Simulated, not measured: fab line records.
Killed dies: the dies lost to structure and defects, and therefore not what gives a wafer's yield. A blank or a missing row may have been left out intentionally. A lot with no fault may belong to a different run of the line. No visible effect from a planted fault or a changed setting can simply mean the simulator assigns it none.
fab line records || flow ritCmos
record: {"lots": 14, "wafers": 42, "lastDay": 7}
route steps=202 shown NLDD@108 M1@202
lots that met no fault: from a run of the same line without faults
startH: hours from the record's first day to the start of the lot's first wafer shown || waitH: hours since the lot's step before || " the same as in the row above || L1.1+2: one row covering several wafers at once || - value missing, or start not given || * or withheld: withheld || < > ~ a bound
route shown NAME@n: names a module that has steps shown in the file, with the first one's number in the route || usual: mean/standard deviation of fault-free wafers || same: alike in all rows || chamber/n: place in a boat || sites: per-site readings || _std_site: the values' standard deviation || _edge_site: the outer-site mean with the inner-site mean subtracted || radiusMm: for every site, how far away it sits from the centre of the wafer || mask NAME#n: copy n || behind: tool/chamber where the wafer was last shaped || hold: reason for holding the lot/hours on hold/outcome of the hold || device: names the non-switching transistor (n, p or np) || end of line: tests run on the same wafers once the route is complete || a step given without rows: its recipe and nothing more || killed: dies that structure and defects cost at the first sort, which is not the same as the wafer's yield || map: dies across one wafer; x = killed, . = not, _ = none there
set.NAME: the setting as run; set.NAME@STEP: as run at that earlier step || model.NAME: the simulator's own value behind a step, which no gauge read
route steps across a sampled set of lots; one table per step, one row per wafer
== steps ==
step: RIT_NLDD_DEVELOP_05
recipe: {"resist": "NOVOLAK", "developTimeS": 50, "devTempC": 23}
usual: {"developerTempC": "23.00/0.11"}
{"lot.wafer": "L881.1", "tool": "lithoTrack-01", "chamber": 0, "startH": 45, "waitH": "-", "developerTempC": 23.12}
{"lot.wafer": "L881.2", "tool": "lithoTrack-01", "chamber": 0, "startH": 45, "waitH": "-", "developerTempC": 22.96}
{"lot.wafer": "L881.3", "tool": "lithoTrack-01", "chamber": 0, "startH": 45, "waitH": "-", "developerTempC": 23.02}
{"lot.wafer": "L882.1", "tool": "lithoTrack-03", "chamber": 0, "startH": 56, "waitH": "-", "developerTempC": 23.05}
{"lot.wafer": "L882.4", "tool": "lithoTrack-03", "chamber": 0, "startH": 56, "waitH": "-", "developerTempC": 23.13}
{"lot.wafer": "L882.5", "tool": "lithoTrack-03", "chamber": 0, "startH": 56, "waitH": "-", "developerTempC": 23.01}
{"lot.wafer": "L883.2", "tool": "lithoTrack-01", "chamber": 0, "startH": 60, "waitH": "-", "developerTempC": 23.01}
{"lot.wafer": "L883.4", "tool": "lithoTrack-01", "chamber": 0, "startH": 60, "waitH": "-", "developerTempC": 23.12}
{"lot.wafer": "L883.6", "tool": "lithoTrack-01", "chamber": 0, "startH": 60, "waitH": "-", "developerTempC": 23.00}
{"lot.wafer": "L884.2", "tool": "lithoTrack-03", "chamber": 0, "startH": 63, "waitH": "-", "developerTempC": 22.93}
{"lot.wafer": "L884.3", "tool": "lithoTrack-03", "chamber": 0, "startH": 63, "waitH": "-", "developerTempC": 22.76}
{"lot.wafer": "L884.6", "tool": "lithoTrack-03", "chamber": 0, "startH": 63, "waitH": "-", "developerTempC": 22.81}
{"lot.wafer": "L885.2", "tool": "lithoTrack-03", "chamber": 0, "startH": 69, "waitH": "-", "developerTempC": 23.31}
{"lot.wafer": "L885.3", "tool": "lithoTrack-03", "chamber": 0, "startH": 69, "waitH": "-", "developerTempC": 23.15}
{"lot.wafer": "L885.6", "tool": "lithoTrack-03", "chamber": 0, "startH": 69, "waitH": "-", "developerTempC": 23.18}
{"lot.wafer": "L886.1", "tool": "lithoTrack-03", "chamber": 0, "startH": 72, "waitH": "-", "developerTempC": 22.87}
{"lot.wafer": "L886.4", "tool": "lithoTrack-03", "chamber": 0, "startH": 73, "waitH": "-", "developerTempC": 22.89}
{"lot.wafer": "L886.6", "tool": "lithoTrack-03", "chamber": 0, "startH": 73, "waitH": "-", "developerTempC": 22.74}
{"lot.wafer": "L894.2", "tool": "lithoTrack-03", "chamber": 0, "startH": 110, "waitH": "-", "developerTempC": 25.37}
{"lot.wafer": "L894.3", "tool": "lithoTrack-03", "chamber": 0, "startH": 110, "waitH": "-", "developerTempC": 25.51}
{"lot.wafer": "L894.5", "tool": "lithoTrack-03", "chamber": 0, "startH": 111, "waitH": "-", "developerTempC": 25.29}
{"lot.wafer": "L896.1", "tool": "lithoTrack-03", "chamber": 0, "startH": 120, "waitH": "-", "developerTempC": 25.37}
{"lot.wafer": "L896.3", "tool": "lithoTrack-03", "chamber": 0, "startH": 120, "waitH": "-", "developerTempC": 25.42}
{"lot.wafer": "L896.4", "tool": "lithoTrack-03", "chamber": 0, "startH": 120, "waitH": "-", "developerTempC": 25.25}
{"lot.wafer": "L899.1", "tool": "lithoTrack-01", "chamber": 0, "startH": 137, "waitH": "-", "developerTempC": 23.03}
{"lot.wafer": "L899.2", "tool": "lithoTrack-01", "chamber": 0, "startH": 137, "waitH": "-", "developerTempC": 23.03}
{"lot.wafer": "L899.5", "tool": "lithoTrack-01", "chamber": 0, "startH": 137, "waitH": "-", "developerTempC": 23.15}
{"lot.wafer": "L900.1", "tool": "lithoTrack-02", "chamber": 0, "startH": 141, "waitH": "-", "developerTempC": 23.02}
{"lot.wafer": "L900.2", "tool": "lithoTrack-02", "chamber": 0, "startH": 141, "waitH": "-", "developerTempC": 22.86}
{"lot.wafer": "L900.4", "tool": "lithoTrack-02", "chamber": 0, "startH": 141, "waitH": "-", "developerTempC": 22.98}
{"lot.wafer": "L901.2", "tool": "lithoTrack-01", "chamber": 0, "startH": 148, "waitH": "-", "developerTempC": 22.91}
{"lot.wafer": "L901.3", "tool": "lithoTrack-01", "chamber": 0, "startH": 148, "waitH": "-", "developerTempC": 23.08}
{"lot.wafer": "L901.5", "tool": "lithoTrack-01", "chamber": 0, "startH": 148, "waitH": "-", "developerTempC": 23.05}
{"lot.wafer": "L902.1", "tool": "lithoTrack-02", "chamber": 0, "startH": 152, "waitH": "-", "developerTempC": 23.02}
{"lot.wafer": "L902.3", "tool": "lithoTrack-02", "chamber": 0, "startH": 152, "waitH": "-", "developerTempC": 23.22}
{"lot.wafer": "L902.6", "tool": "lithoTrack-02", "chamber": 0, "startH": 152, "waitH": "-", "developerTempC": 23.00}
{"lot.wafer": "L903.3", "tool": "lithoTrack-02", "chamber": 0, "startH": 157, "waitH": "-", "developerTempC": 23.12}
{"lot.wafer": "L903.5", "tool": "lithoTrack-02", "chamber": 0, "startH": 157, "waitH": "-", "developerTempC": 23.09}
{"lot.wafer": "L903.6", "tool": "lithoTrack-02", "chamber": 0, "startH": 157, "waitH": "-", "developerTempC": 23.13}
{"lot.wafer": "L904.1", "tool": "lithoTrack-01", "chamber": 0, "startH": 157, "waitH": "-", "developerTempC": 22.92}
{"lot.wafer": "L904.2", "tool": "lithoTrack-01", "chamber": 0, "startH": 157, "waitH": "-", "developerTempC": 23.11}
{"lot.wafer": "L904.4", "tool": "lithoTrack-01", "chamber": 0, "startH": 157, "waitH": "-", "developerTempC": 22.97}
step: RIT_M1_PROBE_99
usual: {"killedAtContacts": "0.1/0.31", "killedAtFrontEnd": "7/3", "killedDies": "7/3", "killedOpen": "3.2/1.9", "killedShort": "3.6/2.2"}
same: {"grossDies": 264, "killed_at_M0_to_M3": 0, "killed_at_M4_up": 0, "killedAtBackSide": 0, "killedAtOther": 0}
{"lot.wafer": "L902.1", "tool": "prober-01", "chamber": "-", "startH": 168.44, "waitH": 0.1, "killedAtContacts": 1, "killedAtFrontEnd": 8, "killedDies": 9, "killedOpen": 3, "killedShort": 6}
{"lot.wafer": "L902.3", "tool": "prober-01", "chamber": "-", "startH": 168.54, "waitH": 0.2, "killedAtContacts": 0, "killedAtFrontEnd": 15, "killedDies": 15, "killedOpen": 6, "killedShort": 9}
{"lot.wafer": "L902.6", "tool": "prober-01", "chamber": "-", "startH": 168.69, "waitH": 0.2, "killedAtContacts": 1, "killedAtFrontEnd": 5, "killedDies": 6, "killedOpen": 1, "killedShort": 5}
{"lot.wafer": "L903.3", "tool": "prober-02", "chamber": "-", "startH": 172.82, "waitH": 0.2, "killedAtContacts": 0, "killedAtFrontEnd": 6, "killedDies": 6, "killedOpen": 2, "killedShort": 4}
{"lot.wafer": "L903.5", "tool": "prober-02", "chamber": "-", "startH": 172.92, "waitH": 0.2, "killedAtContacts": 0, "killedAtFrontEnd": 5, "killedDies": 5, "killedOpen": 2, "killedShort": 3}
{"lot.wafer": "L903.6", "tool": "prober-02", "chamber": "-", "startH": 172.97, "waitH": 0.2, "killedAtContacts": 0, "killedAtFrontEnd": 5, "killedDies": 5, "killedOpen": 3, "killedShort": 2}
killed by level:class
L902.1 SPACER:geometricParticle:short=3 GATE:geometricParticle:open=2 GATE:geometricParticle:short=1 REOX:geometricParticle:open=1 SILICIDE:geometricParticle:short=1 CONTACT:geometricParticle:short=1
L902.3 GATE:geometricParticle:short=4 GATE:geometricParticle:open=3 SPACER:geometricParticle:open=2 SPACER:geometricParticle:short=2 ACTIVE:geometricParticle:short=1 FOX1:geometricParticle:open=1 FOX2:geometricParticle:short=1 REOX:geometricParticle:short=1
L902.6 GATE:geometricParticle:short=2 SPACER:geometricParticle:short=2 SPACER:geometricParticle:open=1 CONTACT:geometricParticle:short=1
L903.3 FOX1:geometricParticle:short=3 FOX1:geometricParticle:open=1 SPACER:geometricParticle:open=1 SPACER:geometricParticle:short=1
L903.5 GATE:geometricParticle:short=2 GATE:geometricParticle:open=1 SPACER:geometricParticle:open=1 SPACER:geometricParticle:short=1
L903.6 GATE:geometricParticle:open=2 FOX2:geometricParticle:open=1 SPACER:geometricParticle:short=1 SILICIDE:geometricParticle:short=1
== key ==
firstSign: {"step": "RIT_NLDD_DEVELOP_05", "reading": "developerTempC", "direction": "up", "sigmas": 22, "usual": "*", "struck": "*"}
effect none on later readings
metAt RIT_NLDD_DEVELOP_05
struckLots L894,L896
testerLeftOut L894,L896
onsetBetween 72 110
fault: {"kind": "processParameterDrift", "tool": "lithoTrack-03", "chamber": "-", "onsetH": 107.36, "steps": "RIT_NLDD_DEVELOP_05", "channel": "devTempC", "offset": "*", "shape": "step", "endH": 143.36, "actsIn": "*", "stated": "*"}
testerLeftOut: of these lots the tester's yield and bins aren't shown, on N5 and GAA mostly nor the transistor test; their killed dies are dies lost to structure and defects alone, not to doping, threshold or leakage, so they don't give the yield
